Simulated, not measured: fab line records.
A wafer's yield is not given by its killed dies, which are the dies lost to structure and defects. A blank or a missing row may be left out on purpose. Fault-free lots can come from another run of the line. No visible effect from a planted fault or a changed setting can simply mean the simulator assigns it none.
Which tool was responsible? || flow rit_cmos || Sampling: 7 lots, 21 wafers, 2 of 202 route steps

== WHAT THE GAUGES READ, wafer by wafer ==
RIT_NLDD_TW_MEAS_10.
{"lot": "L753", "measured": "day 3 05:59", "on": "film_metro-01", "NLDD_TW": "2512 2504 2517"}
{"lot": "L755", "measured": "day 3 14:44", "on": "film_metro-03", "NLDD_TW": "2477 2489 2478"}
{"lot": "L758", "measured": "day 4 06:32", "on": "film_metro-01", "NLDD_TW": "2519 2505 2512"}
{"lot": "L760", "measured": "day 4 14:17", "on": "film_metro-01", "NLDD_TW": "2520 2511 2519"}
{"lot": "L766", "measured": "day 5 20:00", "on": "film_metro-01", "NLDD_TW": "2509 2511 2486"}
{"lot": "L769", "measured": "day 6 12:34", "on": "film_metro-04", "NLDD_TW": "2486 2493 2492"}
{"lot": "L771", "measured": "day 7 01:04", "on": "film_metro-01", "NLDD_TW": "2490 2507 2511"}

== EACH LOT AND THE TOOL THAT RAN IT (in order: tool; ch and the chambers of the sampled wafers; start) ==
{"lot": "L753", "RIT_NLDD_IMPLANT_08": "implanter-04 ch 0, day 3 05:41"}
{"lot": "L755", "RIT_NLDD_IMPLANT_08": "implanter-02 ch 0, day 3 14:24"}
{"lot": "L758", "RIT_NLDD_IMPLANT_08": "implanter-03 ch 0, day 4 06:12"}
{"lot": "L760", "RIT_NLDD_IMPLANT_08": "implanter-02 ch 0, day 4 13:58"}
{"lot": "L766", "RIT_NLDD_IMPLANT_08": "implanter-04 ch 0, day 5 19:40"}
{"lot": "L769", "RIT_NLDD_IMPLANT_08": "implanter-02 ch 0, day 6 12:16"}
{"lot": "L771", "RIT_NLDD_IMPLANT_08": "implanter-02 ch 0, day 7 00:44"}
- RIT_NLDD_IMPLANT_08

== THE ANSWER, worked out from the rows above alone ==
Rule: the lots themselves supply what counts as usual. The widest of any qualifying gaps counts: lots, ordered by their means at a reading, are off when they make up no more than a third of the lots, leave a main group of 4 or more, and stand apart from it by 3 or more times the standard deviation of that group's means. A main group is skipped when, at the precision printed for the reading in the tables above, its means are all equal. A lot without any number at a reading at which 4 lots or more have one is off too. All remaining lots with rows at the step are treated as sound.
Across all readings shown, no lot is off: no conclusion can be drawn from this.

== WHAT THE SIMULATOR HAD INSERTED ==
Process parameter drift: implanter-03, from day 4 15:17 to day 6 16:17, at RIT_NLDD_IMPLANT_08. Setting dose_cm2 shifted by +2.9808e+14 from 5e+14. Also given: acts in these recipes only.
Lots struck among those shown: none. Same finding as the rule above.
